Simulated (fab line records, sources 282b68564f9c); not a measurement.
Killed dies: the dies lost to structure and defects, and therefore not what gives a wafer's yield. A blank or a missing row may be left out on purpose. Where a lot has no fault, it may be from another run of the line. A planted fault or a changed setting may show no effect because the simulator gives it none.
fab line records / flow rit-cmos
record: lots: 15 wafers: 45 last-day: 7
route steps=202 shown CONTACT@179
lots with no fault: from the same line, run without faults
start-h: hours from the record's first day to the start of the lot's first wafer shown / wait-h: hours elapsed since this lot's preceding step / " identical to the entry in the row above / L1.1+2: one row covering several wafers at once / - value missing, or start not given / * or withheld: withheld / < > ~ a bound
route shown NAME@n: a module of which the file shows steps, and the number in the route of the first / usual: mean/standard deviation of fault-free wafers / same: alike in all rows / chamber/n: place in a boat / sites: readings site by site / _std_site: the values' standard deviation / _edge_site: inner sites' mean taken away from outer sites' mean / radius-mm: for every site, how far away it sits from the centre of the wafer / mask NAME#n: copy n / behind: the tool/chamber that last shaped the wafer / hold: reason for holding the lot/hours on hold/outcome of the hold / device: which transistor (n, p or np) failed to switch / end of line: tests run on the same wafers once the route is complete / for a step that has no rows: nothing shown but its recipe / killed: dies that structure and defects cost at the first sort, which is not the same as the wafer's yield / map: a wafer's dies, marking killed ones x, the rest . and places with no die _
set.NAME: the setting that was run; set.NAME@STEP: the one run at that earlier step / model.NAME: the simulator's own value behind a step, which no gauge read
the route's steps for a sample of lots (tables are steps, rows are wafers)
services: a tool's chamber out of use, with start hour (start-h, from the record's first day; less than 0 if before it), hours out, and reason
== steps ==
step: RIT_CONTACT_ETCH_11
recipe: target-depth-a: 4800 over-etch-frac: 0.2 stop-on: TiSi2 chemistry: CHF3/CF4/Ar target: SiO2 CHF3_flow_sccm: 50 cf4-flow-sccm: 10 Ar_flow_sccm: 100 O2_flow_sccm: 5 pressure-mtorr: 100 rf-w: 200 time-s: 320
usual: CHF3_flow_sccm: 49.99/0.16 O2_flow_sccm: 4.996/0.015 drypump-motor-current-A: 5.8/0.59 oes-product-au: 0.994/0.016 throttle-valve-pct: 8.83/0.11
lot.wafer=L916.3 tool=rie-diel-04 chamber=0 start-h=57.72 wait-h=0.1 CHF3_flow_sccm=49.94 O2_flow_sccm=4.998 drypump-motor-current-A=4.8 oes-product-au=0.997 rf-hours-counter-h=5 throttle-valve-pct=8.86
lot.wafer=L916.4 tool=rie-diel-04 chamber=3 start-h=57.72 wait-h=0.1 CHF3_flow_sccm=49.93 O2_flow_sccm=4.979 drypump-motor-current-A=5.6 oes-product-au=1.029 rf-hours-counter-h=99 throttle-valve-pct=8.78
lot.wafer=L916.5 tool=rie-diel-04 chamber=3 start-h=57.72 wait-h=0.1 CHF3_flow_sccm=49.84 O2_flow_sccm=5.005 drypump-motor-current-A=5.6 oes-product-au=1.029 rf-hours-counter-h=- throttle-valve-pct=8.75
lot.wafer=L917.2 tool=rie-diel-02 chamber=3 start-h=59.55 wait-h=0.1 CHF3_flow_sccm=50.14 O2_flow_sccm=5.003 drypump-motor-current-A=5.7 oes-product-au=0.973 rf-hours-counter-h=6 throttle-valve-pct=8.88
lot.wafer=L917.4 tool=rie-diel-02 chamber=2 start-h=59.55 wait-h=0.1 CHF3_flow_sccm=50.02 O2_flow_sccm=4.985 drypump-motor-current-A=6.3 oes-product-au=0.996 rf-hours-counter-h=49 throttle-valve-pct=8.95
lot.wafer=L917.6 tool=rie-diel-02 chamber=0 start-h=59.55 wait-h=0.1 CHF3_flow_sccm=49.93 O2_flow_sccm=5.006 drypump-motor-current-A=4.9 oes-product-au=0.975 rf-hours-counter-h=- throttle-valve-pct=8.69
lot.wafer=L923.1 tool=rie-diel-04 chamber=0 start-h=86.19 wait-h=0.1 CHF3_flow_sccm=50.12 O2_flow_sccm=5.026 drypump-motor-current-A=4.9 oes-product-au=0.999 rf-hours-counter-h=6 throttle-valve-pct=8.87
lot.wafer=L923.4 tool=rie-diel-04 chamber=2 start-h=86.19 wait-h=0.1 CHF3_flow_sccm=50.01 O2_flow_sccm=5.000 drypump-motor-current-A=5.8 oes-product-au=0.996 rf-hours-counter-h=30 throttle-valve-pct=8.63
lot.wafer=L923.6 tool=rie-diel-04 chamber=1 start-h=86.19 wait-h=0.1 CHF3_flow_sccm=49.96 O2_flow_sccm=5.023 drypump-motor-current-A=6.6 oes-product-au=1.003 rf-hours-counter-h=- throttle-valve-pct=8.81
lot.wafer=L924.1 tool=rie-diel-04 chamber=3 start-h=92.57 wait-h=0.1 CHF3_flow_sccm=49.94 O2_flow_sccm=5.023 drypump-motor-current-A=5.6 oes-product-au=1.017 rf-hours-counter-h=100 throttle-valve-pct=8.76
lot.wafer=L924.4 tool=rie-diel-04 chamber=2 start-h=92.57 wait-h=0.1 CHF3_flow_sccm=50.02 O2_flow_sccm=5.026 drypump-motor-current-A=5.8 oes-product-au=0.992 rf-hours-counter-h=30 throttle-valve-pct=8.65
lot.wafer=L924.5 tool=rie-diel-04 chamber=0 start-h=92.57 wait-h=0.1 CHF3_flow_sccm=49.80 O2_flow_sccm=5.016 drypump-motor-current-A=4.9 oes-product-au=0.998 rf-hours-counter-h=- throttle-valve-pct=8.87
lot.wafer=L925.2 tool=rie-diel-02 chamber=0 start-h=97.12 wait-h=0.1 CHF3_flow_sccm=50.06 O2_flow_sccm=4.994 drypump-motor-current-A=4.9 oes-product-au=0.989 rf-hours-counter-h=141 throttle-valve-pct=8.69
lot.wafer=L925.5 tool=rie-diel-02 chamber=2 start-h=97.12 wait-h=0.1 CHF3_flow_sccm=50.17 O2_flow_sccm=4.976 drypump-motor-current-A=6.3 oes-product-au=0.994 rf-hours-counter-h=- throttle-valve-pct=8.94
lot.wafer=L925.6 tool=rie-diel-02 chamber=0 start-h=97.12 wait-h=0.1 CHF3_flow_sccm=49.94 O2_flow_sccm=4.989 drypump-motor-current-A=4.9 oes-product-au=0.972 rf-hours-counter-h=- throttle-valve-pct=8.69
lot.wafer=L926.1 tool=rie-diel-02 chamber=3 start-h=102.27 wait-h=0.1 CHF3_flow_sccm=- O2_flow_sccm=- drypump-motor-current-A=- oes-product-au=- rf-hours-counter-h=- throttle-valve-pct=-
lot.wafer=L926.2 tool=rie-diel-02 chamber=2 start-h=102.27 wait-h=0.1 CHF3_flow_sccm=- O2_flow_sccm=- drypump-motor-current-A=- oes-product-au=- rf-hours-counter-h=- throttle-valve-pct=-
lot.wafer=L926.6 tool=rie-diel-02 chamber=3 start-h=102.27 wait-h=0.1 CHF3_flow_sccm=- O2_flow_sccm=- drypump-motor-current-A=- oes-product-au=- rf-hours-counter-h=- throttle-valve-pct=-
lot.wafer=L927.1 tool=rie-diel-04 chamber=1 start-h=106.58 wait-h=0.1 CHF3_flow_sccm=- O2_flow_sccm=- drypump-motor-current-A=- oes-product-au=- rf-hours-counter-h=- throttle-valve-pct=-
lot.wafer=L927.5 tool=rie-diel-04 chamber=0 start-h=106.58 wait-h=0.1 CHF3_flow_sccm=- O2_flow_sccm=- drypump-motor-current-A=- oes-product-au=- rf-hours-counter-h=- throttle-valve-pct=-
lot.wafer=L927.6 tool=rie-diel-04 chamber=3 start-h=106.58 wait-h=0.1 CHF3_flow_sccm=- O2_flow_sccm=- drypump-motor-current-A=- oes-product-au=- rf-hours-counter-h=- throttle-valve-pct=-
lot.wafer=L928.2 tool=rie-diel-01 chamber=3 start-h=111.23 wait-h=0.1 CHF3_flow_sccm=- O2_flow_sccm=- drypump-motor-current-A=- oes-product-au=- rf-hours-counter-h=- throttle-valve-pct=-
lot.wafer=L928.3 tool=rie-diel-01 chamber=2 start-h=111.23 wait-h=0.1 CHF3_flow_sccm=- O2_flow_sccm=- drypump-motor-current-A=- oes-product-au=- rf-hours-counter-h=- throttle-valve-pct=-
lot.wafer=L928.6 tool=rie-diel-01 chamber=2 start-h=111.23 wait-h=0.1 CHF3_flow_sccm=- O2_flow_sccm=- drypump-motor-current-A=- oes-product-au=- rf-hours-counter-h=- throttle-valve-pct=-
lot.wafer=L930.2 tool=rie-diel-04 chamber=3 start-h=122.43 wait-h=0.1 CHF3_flow_sccm=49.96 O2_flow_sccm=4.980 drypump-motor-current-A=5.6 oes-product-au=1.021 rf-hours-counter-h=100 throttle-valve-pct=8.76
lot.wafer=L930.4 tool=rie-diel-04 chamber=1 start-h=122.43 wait-h=0.1 CHF3_flow_sccm=49.69 O2_flow_sccm=4.977 drypump-motor-current-A=6.5 oes-product-au=0.995 rf-hours-counter-h=- throttle-valve-pct=8.81
lot.wafer=L930.5 tool=rie-diel-04 chamber=3 start-h=122.43 wait-h=0.1 CHF3_flow_sccm=49.87 O2_flow_sccm=4.980 drypump-motor-current-A=5.6 oes-product-au=1.017 rf-hours-counter-h=- throttle-valve-pct=8.76
lot.wafer=L932.2 tool=rie-diel-02 chamber=1 start-h=132.99 wait-h=0.1 CHF3_flow_sccm=50.05 O2_flow_sccm=5.000 drypump-motor-current-A=6.5 oes-product-au=1.015 rf-hours-counter-h=32 throttle-valve-pct=8.94
lot.wafer=L932.5 tool=rie-diel-02 chamber=3 start-h=132.99 wait-h=0.1 CHF3_flow_sccm=49.90 O2_flow_sccm=5.001 drypump-motor-current-A=5.7 oes-product-au=0.975 rf-hours-counter-h=- throttle-valve-pct=8.91
lot.wafer=L932.6 tool=rie-diel-02 chamber=0 start-h=132.99 wait-h=0.1 CHF3_flow_sccm=49.54 O2_flow_sccm=4.981 drypump-motor-current-A=4.9 oes-product-au=0.974 rf-hours-counter-h=- throttle-valve-pct=8.69
lot.wafer=L935.2 tool=rie-diel-04 chamber=0 start-h=147.49 wait-h=0.1 CHF3_flow_sccm=49.93 O2_flow_sccm=4.974 drypump-motor-current-A=4.9 oes-product-au=1.003 rf-hours-counter-h=7 throttle-valve-pct=8.85
lot.wafer=L935.3 tool=rie-diel-04 chamber=3 start-h=147.49 wait-h=0.1 CHF3_flow_sccm=50.12 O2_flow_sccm=4.987 drypump-motor-current-A=5.6 oes-product-au=1.008 rf-hours-counter-h=101 throttle-valve-pct=8.77
lot.wafer=L935.4 tool=rie-diel-04 chamber=2 start-h=147.49 wait-h=0.1 CHF3_flow_sccm=49.70 O2_flow_sccm=4.999 drypump-motor-current-A=5.8 oes-product-au=0.982 rf-hours-counter-h=31 throttle-valve-pct=8.63
lot.wafer=L936.1 tool=rie-diel-02 chamber=0 start-h=152.68 wait-h=0.1 CHF3_flow_sccm=49.89 O2_flow_sccm=4.998 drypump-motor-current-A=4.9 oes-product-au=0.982 rf-hours-counter-h=141 throttle-valve-pct=8.69
lot.wafer=L936.2 tool=rie-diel-02 chamber=1 start-h=152.68 wait-h=0.1 CHF3_flow_sccm=49.81 O2_flow_sccm=4.997 drypump-motor-current-A=6.5 oes-product-au=1.012 rf-hours-counter-h=33 throttle-valve-pct=8.93
lot.wafer=L936.5 tool=rie-diel-02 chamber=0 start-h=152.68 wait-h=0.1 CHF3_flow_sccm=50.15 O2_flow_sccm=4.977 drypump-motor-current-A=4.9 oes-product-au=0.974 rf-hours-counter-h=- throttle-valve-pct=8.69
lot.wafer=L937.1 tool=rie-diel-02 chamber=3 start-h=156.99 wait-h=0.1 CHF3_flow_sccm=49.98 O2_flow_sccm=5.008 drypump-motor-current-A=5.8 oes-product-au=0.965 rf-hours-counter-h=9 throttle-valve-pct=8.87
lot.wafer=L937.4 tool=rie-diel-02 chamber=1 start-h=156.99 wait-h=0.1 CHF3_flow_sccm=49.75 O2_flow_sccm=4.986 drypump-motor-current-A=6.5 oes-product-au=1.010 rf-hours-counter-h=33 throttle-valve-pct=8.95
lot.wafer=L937.6 tool=rie-diel-02 chamber=1 start-h=156.99 wait-h=0.1 CHF3_flow_sccm=50.03 O2_flow_sccm=4.991 drypump-motor-current-A=6.5 oes-product-au=1.015 rf-hours-counter-h=- throttle-valve-pct=8.95
lot.wafer=L938.2 tool=rie-diel-04 chamber=1 start-h=162.90 wait-h=0.1 CHF3_flow_sccm=50.36 O2_flow_sccm=4.998 drypump-motor-current-A=6.5 oes-product-au=1.005 rf-hours-counter-h=143 throttle-valve-pct=8.81
lot.wafer=L938.3 tool=rie-diel-04 chamber=2 start-h=162.90 wait-h=0.1 CHF3_flow_sccm=50.07 O2_flow_sccm=4.974 drypump-motor-current-A=5.8 oes-product-au=0.990 rf-hours-counter-h=31 throttle-valve-pct=8.63
lot.wafer=L938.6 tool=rie-diel-04 chamber=0 start-h=162.90 wait-h=0.1 CHF3_flow_sccm=50.12 O2_flow_sccm=4.977 drypump-motor-current-A=4.9 oes-product-au=0.999 rf-hours-counter-h=- throttle-valve-pct=8.86
lot.wafer=L939.1 tool=rie-diel-02 chamber=2 start-h=172.35 wait-h=0.1 CHF3_flow_sccm=49.73 O2_flow_sccm=5.004 drypump-motor-current-A=6.3 oes-product-au=1.000 rf-hours-counter-h=51 throttle-valve-pct=8.92
lot.wafer=L939.2 tool=rie-diel-02 chamber=3 start-h=172.35 wait-h=0.1 CHF3_flow_sccm=49.97 O2_flow_sccm=4.989 drypump-motor-current-A=5.7 oes-product-au=0.962 rf-hours-counter-h=9 throttle-valve-pct=8.89
lot.wafer=L939.5 tool=rie-diel-02 chamber=1 start-h=172.35 wait-h=0.1 CHF3_flow_sccm=50.26 O2_flow_sccm=5.006 drypump-motor-current-A=6.5 oes-product-au=1.005 rf-hours-counter-h=- throttle-valve-pct=8.95
step: RIT_CONTACT_CD_MEAS_90
recipe: target-cd-nm: 1000
usual: cd-nm: 1000.2/2.2
lot.wafer=L916.3 tool=cd-sem-02 chamber=- start-h=58.13 wait-h=0.1 cd-nm=1000.3
lot.wafer=L916.4 tool=cd-sem-02 chamber=- start-h=58.13 wait-h=0.1 cd-nm=1001.6
lot.wafer=L916.5 tool=cd-sem-02 chamber=- start-h=58.13 wait-h=0.1 cd-nm=1002.9
lot.wafer=L917.2 tool=cd-sem-02 chamber=- start-h=59.94 wait-h=0.1 cd-nm=996.3
lot.wafer=L917.4 tool=cd-sem-02 chamber=- start-h=59.94 wait-h=0.1 cd-nm=995.3
lot.wafer=L917.6 tool=cd-sem-02 chamber=- start-h=59.94 wait-h=0.1 cd-nm=996.9
lot.wafer=L923.1 tool=cd-sem-02 chamber=- start-h=86.56 wait-h=0.1 cd-nm=1002.8
lot.wafer=L923.4 tool=cd-sem-02 chamber=- start-h=86.56 wait-h=0.1 cd-nm=1000.8
lot.wafer=L923.6 tool=cd-sem-02 chamber=- start-h=86.56 wait-h=0.1 cd-nm=1001.6
lot.wafer=L924.1 tool=cd-sem-02 chamber=- start-h=92.94 wait-h=0.1 cd-nm=997.6
lot.wafer=L924.4 tool=cd-sem-02 chamber=- start-h=92.94 wait-h=0.1 cd-nm=1001.2
lot.wafer=L924.5 tool=cd-sem-02 chamber=- start-h=92.94 wait-h=0.1 cd-nm=998.7
lot.wafer=L925.2 tool=cd-sem-02 chamber=- start-h=97.51 wait-h=0.1 cd-nm=999.8
lot.wafer=L925.5 tool=cd-sem-02 chamber=- start-h=97.51 wait-h=0.1 cd-nm=996.9
lot.wafer=L925.6 tool=cd-sem-02 chamber=- start-h=97.51 wait-h=0.1 cd-nm=998.4
lot.wafer=L926.1 tool=cd-sem-02 chamber=- start-h=102.64 wait-h=0.1 cd-nm=-
lot.wafer=L926.2 tool=cd-sem-02 chamber=- start-h=102.64 wait-h=0.1 cd-nm=-
lot.wafer=L926.6 tool=cd-sem-02 chamber=- start-h=102.64 wait-h=0.1 cd-nm=-
lot.wafer=L927.1 tool=cd-sem-01 chamber=- start-h=106.95 wait-h=0.1 cd-nm=-
lot.wafer=L927.5 tool=cd-sem-01 chamber=- start-h=106.95 wait-h=0.1 cd-nm=-
lot.wafer=L927.6 tool=cd-sem-01 chamber=- start-h=106.95 wait-h=0.1 cd-nm=-
lot.wafer=L928.2 tool=cd-sem-02 chamber=- start-h=111.62 wait-h=0.1 cd-nm=-
lot.wafer=L928.3 tool=cd-sem-02 chamber=- start-h=111.62 wait-h=0.1 cd-nm=-
lot.wafer=L928.6 tool=cd-sem-02 chamber=- start-h=111.62 wait-h=0.1 cd-nm=-
lot.wafer=L930.2 tool=cd-sem-02 chamber=- start-h=122.82 wait-h=0.1 cd-nm=1001.9
lot.wafer=L930.4 tool=cd-sem-02 chamber=- start-h=122.82 wait-h=0.1 cd-nm=1002.2
lot.wafer=L930.5 tool=cd-sem-02 chamber=- start-h=122.82 wait-h=0.1 cd-nm=1001.2
lot.wafer=L932.2 tool=cd-sem-02 chamber=- start-h=133.38 wait-h=0.1 cd-nm=1000.6
lot.wafer=L932.5 tool=cd-sem-02 chamber=- start-h=133.38 wait-h=0.1 cd-nm=1001.9
lot.wafer=L932.6 tool=cd-sem-02 chamber=- start-h=133.38 wait-h=0.1 cd-nm=1000.2
lot.wafer=L935.2 tool=cd-sem-01 chamber=- start-h=147.88 wait-h=0.1 cd-nm=998.2
lot.wafer=L935.3 tool=cd-sem-01 chamber=- start-h=147.88 wait-h=0.1 cd-nm=998.3
lot.wafer=L935.4 tool=cd-sem-01 chamber=- start-h=147.88 wait-h=0.1 cd-nm=997.7
lot.wafer=L936.1 tool=cd-sem-02 chamber=- start-h=153.05 wait-h=0.1 cd-nm=997.6
lot.wafer=L936.2 tool=cd-sem-02 chamber=- start-h=153.05 wait-h=0.1 cd-nm=997.9
lot.wafer=L936.5 tool=cd-sem-02 chamber=- start-h=153.05 wait-h=0.1 cd-nm=1001.6
lot.wafer=L937.1 tool=cd-sem-02 chamber=- start-h=157.36 wait-h=0.1 cd-nm=998.8
lot.wafer=L937.4 tool=cd-sem-02 chamber=- start-h=157.36 wait-h=0.1 cd-nm=1000.1
lot.wafer=L937.6 tool=cd-sem-02 chamber=- start-h=157.36 wait-h=0.1 cd-nm=1000.6
lot.wafer=L938.2 tool=cd-sem-01 chamber=- start-h=163.29 wait-h=0.1 cd-nm=998.6
lot.wafer=L938.3 tool=cd-sem-01 chamber=- start-h=163.29 wait-h=0.1 cd-nm=999.5
lot.wafer=L938.6 tool=cd-sem-01 chamber=- start-h=163.29 wait-h=0.1 cd-nm=998.0
lot.wafer=L939.1 tool=cd-sem-02 chamber=- start-h=172.72 wait-h=0.1 cd-nm=1000.1
lot.wafer=L939.2 tool=cd-sem-02 chamber=- start-h=172.72 wait-h=0.1 cd-nm=1001.3
lot.wafer=L939.5 tool=cd-sem-02 chamber=- start-h=172.72 wait-h=0.1 cd-nm=1002.5
== services ==
tool=rie-diel-04 chamber=2 start-h=46.93 hours=6.5 kind=repair
tool=rie-diel-01 chamber=- start-h=49.81 hours=14.6 kind=pm
tool=rie-diel-02 chamber=3 start-h=86.45 hours=1.7 kind=repair
tool=rie-diel-04 chamber=1 start-h=93.59 hours=5.7 kind=repair
tool=rie-diel-02 chamber=3 start-h=96.32 hours=2.8 kind=repair
tool=rie-diel-04 chamber=0 start-h=115.14 hours=22.4 kind=repair
tool=rie-diel-01 chamber=3 start-h=118.27 hours=4.3 kind=repair
tool=rie-diel-02 chamber=0 start-h=120.36 hours=8.5 kind=repair
tool=rie-diel-02 chamber=3 start-h=158.04 hours=9.7 kind=repair
tool=rie-diel-04 chamber=3 start-h=168.62 hours=8.5 kind=repair
== key ==
first-sign: step: RIT_CONTACT_ETCH_11 reading: tool-record direction: missing
effect: step: RIT_CONTACT_CD_MEAS_90 reading: cd-nm direction: missing
met-at RIT_CONTACT_ETCH_11
struck-lots L926,L927,L928
later-rows-left-out L926.1,L926.2,L926.6,L927.1,L927.5,L927.6,L928.2,L928.3,L928.6
sort-left-out L926.1,L926.2,L926.6,L927.1,L927.5,L927.6,L928.2,L928.3,L928.6
tester-left-out L926,L927,L928
onset-between 97.12 102.27
fault: kind: skipped-step-whole tool: rie-diel-01,rie-diel-02,rie-diel-04 chamber: - onset-h: 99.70 steps: RIT_CONTACT_ETCH_11 scope: struck-lots-only
tester-left-out: of these lots the tester's yield and bins aren't shown, on N5 and GAA mostly nor the transistor test; their killed dies are dies lost to structure and defects alone, not to doping, threshold or leakage, so they don't give the yield
sort-left-out: the simulated sort isn't trusted on such a fault, so these wafers' sort isn't shown, and their yield isn't known
later-rows-left-out: the simulator's readings of these wafers behind a module that went badly wrong aren't trusted and aren't shown, but for the sort
